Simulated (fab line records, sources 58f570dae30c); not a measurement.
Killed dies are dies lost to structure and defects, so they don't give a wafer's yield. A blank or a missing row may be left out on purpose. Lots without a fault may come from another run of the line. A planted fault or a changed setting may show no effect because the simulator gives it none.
Which tool did it? | flow berkeley_cmos170 | 14 lots, 42 wafers sampled, at 5 steps of a route of 331

WHAT THE GAUGES READ, wafer by wafer
UCB170_PWELL_TW_MEAS_17.
lot  | measured    | on            | PWELL_TW
L828 | day 3 16:34 | film_metro-03 | 382 382 382
L829 | day 3 22:07 | film_metro-01 | 387 388 386
L830 | day 3 22:28 | film_metro-02 | 380 381 381
L831 | day 3 22:49 | film_metro-01 | 386 387 386
L833 | day 4 03:46 | film_metro-03 | 381 382 382
L834 | day 4 15:13 | film_metro-02 | 378 379 379
L835 | day 4 15:43 | film_metro-03 | 382 381 384
L837 | day 5 11:43 | film_metro-02 | 380 378 378
L838 | day 5 18:22 | film_metro-02 | 377 377 378
L842 | day 6 07:12 | film_metro-02 | 318 319 315
L841 | day 6 07:28 | film_metro-01 | 385 383 384
L844 | day 6 17:50 | film_metro-03 | 317 319 319
L850 | day 7 18:27 | film_metro-03 | 378 380 378
L849 | day 7 18:30 | film_metro-01 | 382 385 385

UCB170_M2_CD_MEAS_15: target cd 700 nm.
lot  | measured     | on        | cd_nm (nm)
L828 | day 9 03:03  | cd_sem-02 | 698.4 698.3 699.4
L829 | day 9 18:04  | cd_sem-02 | 699.8 700.2 701.6
L830 | day 9 12:29  | cd_sem-02 | 699.6 699.5 701.1
L831 | day 9 14:22  | cd_sem-02 | 701.7 702.0 701.4
L833 | day 9 14:49  | cd_sem-02 | 702.0 702.8 701.5
L834 | day 10 03:29 | cd_sem-02 | 698.3 700.1 698.8
L835 | day 10 04:18 | cd_sem-02 | 698.5 699.0 697.8
L837 | day 10 21:53 | cd_sem-02 | 697.6 697.3 697.7
L838 | day 10 21:26 | cd_sem-02 | 701.6 702.1 701.4
L842 | day 11 16:28 | cd_sem-02 | 700.1 700.5 700.2
L841 | day 11 16:08 | cd_sem-02 | 699.9 699.8 699.2
L844 | day 12 00:47 | cd_sem-01 | 700.8 698.4 699.7
L850 | day 13 12:09 | cd_sem-01 | 700.6 701.1 701.6
L849 | day 13 19:35 | cd_sem-01 | 699.2 700.6 699.0

WHICH TOOL RAN EACH LOT (tool, then ch and the chambers of the sampled wafers, then the start)
lot  | UCB170_PWELL_SOFTBAKE_09         | UCB170_PWELL_IMPLANT_15        | UCB170_SILICIDE_RTA_04
L828 | litho_track-01 ch 0, day 3 11:47 | implanter-02 ch 0, day 3 16:19 | rtp_anneal-02 ch 0, day 8 10:44
L829 | litho_track-01 ch 0, day 3 21:01 | implanter-04 ch 0, day 3 21:52 | rtp_anneal-02 ch 0, day 8 21:46
L830 | litho_track-02 ch 0, day 3 21:01 | implanter-04 ch 0, day 3 22:13 | rtp_anneal-01 ch 0, day 8 20:31
L831 | litho_track-04 ch 0, day 3 21:14 | implanter-02 ch 0, day 3 22:31 | rtp_anneal-01 ch 0, day 8 21:02
L833 | litho_track-02 ch 0, day 4 02:47 | implanter-04 ch 0, day 4 03:31 | rtp_anneal-02 ch 0, day 8 21:02
L834 | litho_track-02 ch 0, day 4 14:17 | implanter-04 ch 0, day 4 14:58 | rtp_anneal-01 ch 0, day 9 10:01
L835 | litho_track-01 ch 0, day 4 14:34 | implanter-04 ch 0, day 4 15:28 | rtp_anneal-01 ch 0, day 9 09:22
L837 | litho_track-01 ch 0, day 5 10:26 | implanter-02 ch 0, day 5 11:29 | rtp_anneal-02 ch 0, day 10 03:35
L838 | litho_track-01 ch 0, day 5 17:08 | implanter-02 ch 0, day 5 18:07 | rtp_anneal-01 ch 0, day 10 03:49
L842 | litho_track-02 ch 0, day 6 05:57 | implanter-04 ch 0, day 6 06:58 | rtp_anneal-01 ch 0, day 10 21:12
L841 | litho_track-04 ch 0, day 6 06:05 | implanter-02 ch 0, day 6 07:13 | rtp_anneal-02 ch 0, day 10 21:01
L844 | litho_track-04 ch 0, day 6 16:15 | implanter-04 ch 0, day 6 17:35 | rtp_anneal-01 ch 0, day 11 06:43
L850 | litho_track-01 ch 0, day 7 16:55 | implanter-02 ch 0, day 7 18:12 | rtp_anneal-01 ch 0, day 12 19:00
L849 | litho_track-02 ch 0, day 7 16:56 | implanter-03 ch 0, day 7 18:16 | rtp_anneal-02 ch 0, day 12 19:28
- UCB170_PWELL_SOFTBAKE_09: time 62.83 s.
- UCB170_PWELL_IMPLANT_15
- UCB170_SILICIDE_RTA_04: time 15 s.

WHAT THE TOOLS THEMSELVES READ (means of the sampled wafers that have a number; where no wafer has one, the mark that the record gives instead)
UCB170_PWELL_SOFTBAKE_09.
lot  | tool           | plate_sensor_t_centre_C (C) | plate_sensor_t_edge_C (C)
L828 | litho_track-01 | 131.42                      | 131.54
L829 | litho_track-01 | 131.41                      | 131.54
L830 | litho_track-02 | 131.41                      | 131.51
L831 | litho_track-04 | 131.40                      | 131.53
L833 | litho_track-02 | 131.41                      | 131.52
L834 | litho_track-02 | 131.42                      | 131.53
L835 | litho_track-01 | 131.41                      | 131.52
L837 | litho_track-01 | 131.40                      | 131.52
L838 | litho_track-01 | 131.41                      | 131.53
L842 | litho_track-02 | 131.41                      | 131.53
L841 | litho_track-04 | 131.41                      | 131.53
L844 | litho_track-04 | 131.41                      | 131.54
L850 | litho_track-01 | 131.40                      | 131.52
L849 | litho_track-02 | 131.41                      | 131.53

UCB170_PWELL_IMPLANT_15.
lot  | tool         | dose_ions_cm2 | faraday_current_uA | tilt_deg (degrees)
L828 | implanter-02 | 5e+12         | 15.7               | 7.017
L829 | implanter-04 | 5e+12         | 15.8               | 6.990
L830 | implanter-04 | 5e+12         | 15.5               | 6.979
L831 | implanter-02 | 5e+12         | 15.9               | 6.995
L833 | implanter-04 | 5e+12         | 16.1               | 6.987
L834 | implanter-04 | 5e+12         | 15.9               | 6.997
L835 | implanter-04 | 5e+12         | 15.9               | 6.977
L837 | implanter-02 | 5e+12         | 15.9               | 6.997
L838 | implanter-02 | 5e+12         | 15.7               | 6.975
L842 | implanter-04 | 3e+12         | 8.7                | 6.996
L841 | implanter-02 | 5e+12         | 15.8               | 7.007
L844 | implanter-04 | 3e+12         | 8.9                | 7.025
L850 | implanter-02 | 5e+12         | 15.9               | 7.032
L849 | implanter-03 | 5e+12         | 15.9               | 7.011

UCB170_SILICIDE_RTA_04.
lot  | tool          | lamp_power_pct (%) | wafer_temp_C_max
L828 | rtp_anneal-02 | 10.0               | 653.9
L829 | rtp_anneal-02 | 10.0               | 653.4
L830 | rtp_anneal-01 | 9.3                | 654.4
L831 | rtp_anneal-01 | 9.3                | 652.6
L833 | rtp_anneal-02 | 10.0               | 653.0
L834 | rtp_anneal-01 | 9.3                | 653.6
L835 | rtp_anneal-01 | 9.3                | 653.3
L837 | rtp_anneal-02 | 10.0               | 653.9
L838 | rtp_anneal-01 | 9.3                | 653.5
L842 | rtp_anneal-01 | 9.3                | 654.3
L841 | rtp_anneal-02 | 10.0               | 653.1
L844 | rtp_anneal-01 | 9.3                | 653.9
L850 | rtp_anneal-01 | 9.3                | 653.6
L849 | rtp_anneal-02 | 10.0               | 653.2

THE ANSWER, worked out from the rows above alone
Rule: what is usual is taken from the lots themselves. Put in order of their means at a reading, lots are off if they are a third of the lots or fewer, leave a main group of 4 or more, and stand apart from it by a gap of 3 or more times the standard deviation of the main group's means; of several such gaps the widest counts. A main group whose means are all the same, to the digits that the tables above print for the reading, isn't used. A lot without any number at a reading at which 4 lots or more have one is off too. The other lots that the step has rows for count as sound. The gauges are gone through in route order, then the tools' own readings, and for those a lot's mean is taken as printed above. The first step at which some lot is off is used, and at that step the reading that is off furthest; a lot without a number counts as furthest.
Off: L842, L844, at UCB170_PWELL_TW_MEAS_17 (PWELL_TW). The main group: mean 382, standard deviation 3.
A tool fits if, at a process step before that reading, it ran every lot that is off, and no sound lot after the first of them. The gauges at UCB170_PWELL_TW_MEAS_17 aren't tried: what is off there is off at UCB170_PWELL_IMPLANT_15 too, on other tools, and a gauge's error can't cause that. One fits: implanter-04 at UCB170_PWELL_IMPLANT_15. Its last sound lot is L835 (day 4 15:28), its first lot that is off L842 (day 6 06:58): a fault that began between those two fits.
The tool's own readings at UCB170_PWELL_IMPLANT_15 bear it out: on the lots that are off they differ by more than 5 times the standard deviation of the sound lots' means. dose_ions_cm2 reads 3e+12 there against 5e+12 on the sound lots; faraday_current_uA reads 8.8 there against 15.8 on the sound lots.

WHAT THE SIMULATOR HAD PUT IN
Process parameter drift: implanter-04, from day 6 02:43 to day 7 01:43, at UCB170_PWELL_IMPLANT_15. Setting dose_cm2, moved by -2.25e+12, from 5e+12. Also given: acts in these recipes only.
Lots struck among those shown: L842, L844. The rule above found the same.
